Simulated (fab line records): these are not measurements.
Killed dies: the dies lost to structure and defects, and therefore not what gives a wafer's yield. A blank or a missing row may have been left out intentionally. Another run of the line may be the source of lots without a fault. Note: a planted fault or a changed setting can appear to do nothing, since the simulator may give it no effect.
fab line records	flow berkeley-cmos170
record: lots: 14	wafers: 42	last-day: 11
route steps=331 shown V1@254
lots untouched by any fault: they come from a run of this same line in which no faults occurred
start-h: hours from the record's first day to the start of the lot's first wafer shown	wait-h: hours from the lot's prior step to this one	" as in the row above	L1.1+2: one row covering several wafers at once	- either no value or no given start	* or withheld: withheld	< > ~ a bound
route shown NAME@n: NAME is a module with steps in the file, n the number in the route of the first one	usual: the fault-free wafers' mean and standard deviation	same: alike in all rows	chamber/n: place in a boat	sites: the reading at each site	_std_site: the standard deviation of these	_edge_site: the outer-site mean with the inner-site mean subtracted	radius-mm: for every site, how far away it sits from the centre of the wafer	mask NAME#n: copy n	behind: the tool/chamber that last shaped the wafer	hold: why the lot was held/for how many hours/how that ended	device: the transistor (n, p or np) that didn't switch	end of line: the same wafers' tests at the end of the route	for a step that has no rows: nothing shown but its recipe	killed: dies that structure and defects cost at the first sort, which is not the same as the wafer's yield	map: shows each die of a wafer: x if killed, . if not, _ if none is there
set.NAME: the setting as run; set.NAME@STEP: as run at that earlier step	model.NAME: the simulator's own value behind a step, which no gauge read
route steps across a sampled set of lots; one table per step, one row per wafer
services: a tool's chamber out of use, with start hour (start-h, from the record's first day; less than 0 if before it), hours out, and reason
== steps ==
step: UCB170_V1_CVD_00
recipe: material: SiO2	target-thk-nm: 2000	temp-c: 390	precursor: TEOS/O2	time-s: 250	rf-w: 550	pressure-mtorr: 9000
usual: heater-power-w: 248/51	run-length-s: 278.0/0.73
lot.wafer	tool	chamber	start-h	wait-h	heater-power-w	run-length-s	since-wet-clean-h
L229.1	pecvd-04	0	163.20	0.0	290	277.9	242
L229.3	"	1	"	"	194	277.0	242
L229.4	"	2	"	"	228	278.7	-
L231.1	pecvd-01	2	168.63	0.0	220	279.3	19
L231.3	"	1	"	"	275	278.0	19
L231.5	"	2	"	"	276	278.9	-
L232.2	pecvd-02	1	173.23	0.0	165	277.0	359
L232.4	"	1	"	"	228	277.0	-
L232.5	"	0	"	"	274	277.9	-
L233.1	pecvd-01	1	190.33	0.0	270	278.1	41
L233.3	"	2	"	"	245	278.8	41
L233.6	"	1	"	"	200	278.0	-
L234.1	pecvd-02	2	190.33	0.0	197	278.5	376
L234.5	"	0	"	"	275	278.5	-
L234.6	"	1	"	"	156	277.2	-
L235.3	pecvd-04	2	190.33	0.0	276	278.1	269
L235.4	"	0	"	"	205	278.1	-
L235.5	"	1	"	"	159	276.8	-
L236.2	pecvd-01	1	190.50	0.0	292	277.8	41
L236.4	"	2	"	"	193	278.8	-
L236.5	"	1	"	"	198	278.2	-
L238.1	pecvd-01	1	209.68	0.0	203	277.8	60
L238.5	"	2	"	"	191	279.6	-
L238.6	"	0	"	"	244	277.6	-
L245.1	pecvd-02	0	237.13	0.0	305	278.3	423
L245.3	"	2	"	"	267	278.2	423
L245.6	"	1	"	"	227	277.2	-
L247.2	pecvd-01	2	237.13	0.0	241	278.8	88
L247.3	"	0	"	"	294	277.8	88
L247.6	"	0	"	"	348	278.3	-
L249.2	pecvd-01	1	248.14	0.0	237	278.6	99
L249.3	"	2	"	"	225	304.6	99
L249.6	"	1	"	"	282	278.5	-
L250.4	pecvd-04	0	248.22	0.1	205	277.7	-
L250.5	"	1	"	"	161	276.6	-
L250.6	"	2	"	"	229	279.0	-
L248.1	pecvd-01	2	248.30	0.2	222	304.4	99
L248.5	"	2	"	"	271	304.4	-
L248.6	"	0	"	"	244	277.3	-
L251.1	pecvd-02	2	262.87	0.0	261	278.1	6
L251.3	"	1	"	"	239	277.0	6
L251.5	"	1	"	"	173	277.2	-
step: UCB170_V1_THK_MEAS_01
recipe: reads: SiO2_of_V1_CVD_00
usual: V1_TEOS_THK: 2013/32
lot.wafer	tool	chamber	start-h	wait-h	V1_TEOS_THK[nm]
L229.1	film-metro-03	-	163.35	0.1	2028
L229.3	"	-	"	"	2032
L229.4	"	-	"	"	2033
L231.1	film-metro-02	-	168.79	0.1	1979
L231.3	"	-	"	"	2032
L231.5	"	-	"	"	1998
L232.2	film-metro-03	-	173.39	0.1	1975
L232.4	"	-	"	"	2011
L232.5	"	-	"	"	2062
L233.1	film-metro-02	-	190.48	0.1	2023
L233.3	"	-	"	"	1975
L233.6	"	-	"	"	2050
L234.1	film-metro-03	-	190.48	0.1	1987
L234.5	"	-	"	"	2059
L234.6	"	-	"	"	2006
L235.3	film-metro-01	-	190.50	0.1	1973
L235.4	"	-	"	"	2010
L235.5	"	-	"	"	2045
L236.2	film-metro-03	-	190.66	0.1	1979
L236.4	"	-	"	"	1979
L236.5	"	-	"	"	2021
L238.1	film-metro-02	-	209.83	0.1	1997
L238.5	"	-	"	"	1991
L238.6	"	-	"	"	2026
L245.1	film-metro-03	-	237.28	0.1	2003
L245.3	"	-	"	"	1973
L245.6	"	-	"	"	2011
L247.2	film-metro-01	-	237.29	0.1	1987
L247.3	"	-	"	"	2002
L247.6	"	-	"	"	2022
L249.2	film-metro-01	-	248.31	0.1	2025
L249.3	"	-	"	"	2185
L249.6	"	-	"	"	2032
L250.4	film-metro-02	-	248.33	0.0	2031
L250.5	"	-	"	"	2064
L250.6	"	-	"	"	2009
L248.1	film-metro-03	-	248.46	0.1	2166
L248.5	"	-	"	"	2224
L248.6	"	-	"	"	2042
L251.1	film-metro-01	-	263.03	0.1	1966
L251.3	"	-	"	"	1980
L251.5	"	-	"	"	1993
== services ==
tool	chamber	start-h	hours	kind
pecvd-01	0	149.50	-	clean
pecvd-01	1	149.50	-	clean
pecvd-01	2	149.50	-	clean
pecvd-02	-	242.50	14.0	pm
pecvd-02	0	242.50	14.0	vent-cycle
pecvd-02	1	242.50	14.0	vent-cycle
pecvd-02	2	242.50	14.0	vent-cycle
pecvd-02	0	256.50	-	clean
pecvd-02	1	256.50	-	clean
pecvd-02	2	256.50	-	clean
== key ==
first-sign: step: UCB170_V1_CVD_00	reading: run-length-s	direction: up	sigmas: 36	usual: *	struck: *
effect: step: UCB170_V1_THK_MEAS_01	reading: V1_TEOS_THK	direction: up	sigmas: 5.6	usual: 2013	struck: 2192
met-at UCB170_V1_CVD_00
struck-lots L248,L249
struck-wafers L248.1,L248.5,L249.3
onset-between 237.13 248.14
fault: kind: process-parameter-drift	tool: pecvd-01	chamber: 2	onset-h: 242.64	steps: UCB170_V1_CVD_00	channel: time-s	offset: *	shape: step	end-h: 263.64	acts-in: *	stated: *
